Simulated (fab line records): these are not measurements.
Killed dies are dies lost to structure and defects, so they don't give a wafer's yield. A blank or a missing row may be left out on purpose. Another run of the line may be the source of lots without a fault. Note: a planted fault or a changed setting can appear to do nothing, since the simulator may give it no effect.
Split-lot experiment || flow berkeley-cmos170 || 5 lots, 23 wafers read, on a route of 331 steps

ABOUT THE SPLIT
At UCB170_M3_METAL_ETCH_18 (etches Al in Cl2/BCl3, stops on SiO2, target depth 1170 nm, time 195 s), the setting icp-w was moved away from the recipe's 600 W on 11 of the 23 wafers read, by -10.5% to +3.3%. All remaining wafers had this setting at the recipe value.

No step appears in the file between the split and the reading.

THE READING
oes-product-au, in a.u., at UCB170_M3_STRIP_19 (strips in O2). On this fab line, fault-free wafers typically give 0.538 a.u. with a standard deviation of 0.0079 a.u.

{"wafer": "L074.3", "tool, chamber at the split": "rie-metal-03, 0", "icp-w as run, W": 600, "against the recipe": "recipe", "oes-product-au, a.u.": 0.535, "against lot-mates on the recipe": "-"}
{"wafer": "L074.4", "tool, chamber at the split": "rie-metal-03, 1", "icp-w as run, W": 600, "against the recipe": "recipe", "oes-product-au, a.u.": 0.519, "against lot-mates on the recipe": "-"}
{"wafer": "L074.6", "tool, chamber at the split": "rie-metal-03, 0", "icp-w as run, W": 600, "against the recipe": "recipe", "oes-product-au, a.u.": 0.530, "against lot-mates on the recipe": "-"}
{"wafer": "L076.1", "tool, chamber at the split": "rie-metal-01, 1", "icp-w as run, W": 600, "against the recipe": "recipe", "oes-product-au, a.u.": 0.541, "against lot-mates on the recipe": "-"}
{"wafer": "L076.2", "tool, chamber at the split": "rie-metal-01, 0", "icp-w as run, W": 619.6, "against the recipe": "+3.3%", "oes-product-au, a.u.": 0.522, "against lot-mates on the recipe": -0.020}
{"wafer": "L076.4", "tool, chamber at the split": "rie-metal-01, 0", "icp-w as run, W": 600, "against the recipe": "recipe", "oes-product-au, a.u.": 0.543, "against lot-mates on the recipe": "-"}
{"wafer": "L076.5", "tool, chamber at the split": "rie-metal-01, 0", "icp-w as run, W": 619.6, "against the recipe": "+3.3%", "oes-product-au, a.u.": 0.518, "against lot-mates on the recipe": -0.024}
{"wafer": "L076.6", "tool, chamber at the split": "rie-metal-01, 1", "icp-w as run, W": 619.6, "against the recipe": "+3.3%", "oes-product-au, a.u.": 0.520, "against lot-mates on the recipe": -0.022}
{"wafer": "L081.2", "tool, chamber at the split": "rie-metal-02, 0", "icp-w as run, W": 600, "against the recipe": "recipe", "oes-product-au, a.u.": 0.543, "against lot-mates on the recipe": "-"}
{"wafer": "L081.3", "tool, chamber at the split": "rie-metal-02, 0", "icp-w as run, W": 600, "against the recipe": "recipe", "oes-product-au, a.u.": 0.539, "against lot-mates on the recipe": "-"}
{"wafer": "L081.4", "tool, chamber at the split": "rie-metal-02, 1", "icp-w as run, W": 543.6, "against the recipe": "-9.4%", "oes-product-au, a.u.": 0.592, "against lot-mates on the recipe": "+0.054"}
{"wafer": "L081.5", "tool, chamber at the split": "rie-metal-02, 1", "icp-w as run, W": 600, "against the recipe": "recipe", "oes-product-au, a.u.": 0.531, "against lot-mates on the recipe": "-"}
{"wafer": "L081.6", "tool, chamber at the split": "rie-metal-02, 0", "icp-w as run, W": 543.6, "against the recipe": "-9.4%", "oes-product-au, a.u.": 0.609, "against lot-mates on the recipe": "+0.071"}
{"wafer": "L082.1", "tool, chamber at the split": "rie-metal-03, 1", "icp-w as run, W": 571.1, "against the recipe": "-4.8%", "oes-product-au, a.u.": 0.565, "against lot-mates on the recipe": "+0.029"}
{"wafer": "L082.3", "tool, chamber at the split": "rie-metal-03, 0", "icp-w as run, W": 600, "against the recipe": "recipe", "oes-product-au, a.u.": 0.533, "against lot-mates on the recipe": "-"}
{"wafer": "L082.4", "tool, chamber at the split": "rie-metal-03, 1", "icp-w as run, W": 571.1, "against the recipe": "-4.8%", "oes-product-au, a.u.": 0.574, "against lot-mates on the recipe": "+0.038"}
{"wafer": "L082.5", "tool, chamber at the split": "rie-metal-03, 1", "icp-w as run, W": 571.1, "against the recipe": "-4.8%", "oes-product-au, a.u.": 0.561, "against lot-mates on the recipe": "+0.025"}
{"wafer": "L082.6", "tool, chamber at the split": "rie-metal-03, 0", "icp-w as run, W": 600, "against the recipe": "recipe", "oes-product-au, a.u.": 0.538, "against lot-mates on the recipe": "-"}
{"wafer": "L080.1", "tool, chamber at the split": "rie-metal-01, 0", "icp-w as run, W": 600, "against the recipe": "recipe", "oes-product-au, a.u.": 0.548, "against lot-mates on the recipe": "-"}
{"wafer": "L080.2", "tool, chamber at the split": "rie-metal-01, 1", "icp-w as run, W": 537.3, "against the recipe": "-10.5%", "oes-product-au, a.u.": 0.604, "against lot-mates on the recipe": "+0.061"}
{"wafer": "L080.4", "tool, chamber at the split": "rie-metal-01, 0", "icp-w as run, W": 537.3, "against the recipe": "-10.5%", "oes-product-au, a.u.": 0.618, "against lot-mates on the recipe": "+0.076"}
{"wafer": "L080.5", "tool, chamber at the split": "rie-metal-01, 1", "icp-w as run, W": 600, "against the recipe": "recipe", "oes-product-au, a.u.": 0.537, "against lot-mates on the recipe": "-"}
{"wafer": "L080.6", "tool, chamber at the split": "rie-metal-01, 0", "icp-w as run, W": 537.3, "against the recipe": "-10.5%", "oes-product-au, a.u.": 0.608, "against lot-mates on the recipe": "+0.066"}

FIT RESULTS
A straight line over all 23 wafers: oes-product-au changes by -0.00669 a.u. for each +1% of icp-w; r = -0.98; the points scatter about the line by 0.0072 a.u.
The same after taking each lot's own level away (the mean of its wafers on the recipe; 23 wafers): -0.00655 a.u. for each +1%; r = -0.98; scatter 0.0055 a.u.
Per that fit: largest icp-w move, reading shift of 0.068 a.u.
From 0.5280 to 0.5425 a.u.: that is the span of the lots' own levels, equal to 1.8 times the standard deviation above.
The two slopes are in agreement: the lot-to-lot level therefore moves the slope only a little.
Check: for one of the wafers moved furthest among these (-10.5%), held out of the fit, the line's prediction against its lot-mates is +0.0698 a.u. It came out at +0.0615 a.u. against them.

FURTHER SPLITS ON THESE WAFERS
Note: prior to the reading, these wafers also went through further splits. Each is held against what the fit with the lots' levels taken away leaves over:
{"other split on the same wafers": "UCB170_CONTACT_CVD_01 temp-c", "wafers away from the commonest value": 5, "r with oes-product-au (lot level and that fit taken away)": "+0.02"}
{"other split on the same wafers": "UCB170_M1_METAL_ETCH_12 icp-w", "wafers away from the commonest value": 9, "r with oes-product-au (lot level and that fit taken away)": "+0.08"}
{"other split on the same wafers": "UCB170_M2_COAT_05 spin-rpm", "wafers away from the commonest value": 8, "r with oes-product-au (lot level and that fit taken away)": -0.03}
{"other split on the same wafers": "UCB170_M2_SOFTBAKE_06 temp-c", "wafers away from the commonest value": 10, "r with oes-product-au (lot level and that fit taken away)": -0.15}
{"other split on the same wafers": "UCB170_M2_METAL_ETCH_18 over-etch-frac", "wafers away from the commonest value": 9, "r with oes-product-au (lot level and that fit taken away)": -0.36}

THE WHOLE CHAIN: every reading that the file lists as answering this split, in the file's order
{"step": "UCB170_M3_METAL_ETCH_18", "what it does": "etches Al in Cl2/BCl3, stops on SiO2, target depth 1170 nm, time 195 s", "reading": "KrF_of_M3_COAT_10.thk-nm (the simulator's own value, which no gauge read)", "change (the file's fit)": "-6.19 nm for each +1% of the setting", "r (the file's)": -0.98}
{"step": "UCB170_M3_STRIP_19", "what it does": "strips in O2", "reading": "oes-product-au", "change (the file's fit)": "-0.00658 a.u. for each +1% of the setting", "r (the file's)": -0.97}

FILE'S OWN FIT
oes-product-au changes by -0.00658 a.u. for each +1% of icp-w, r = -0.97.
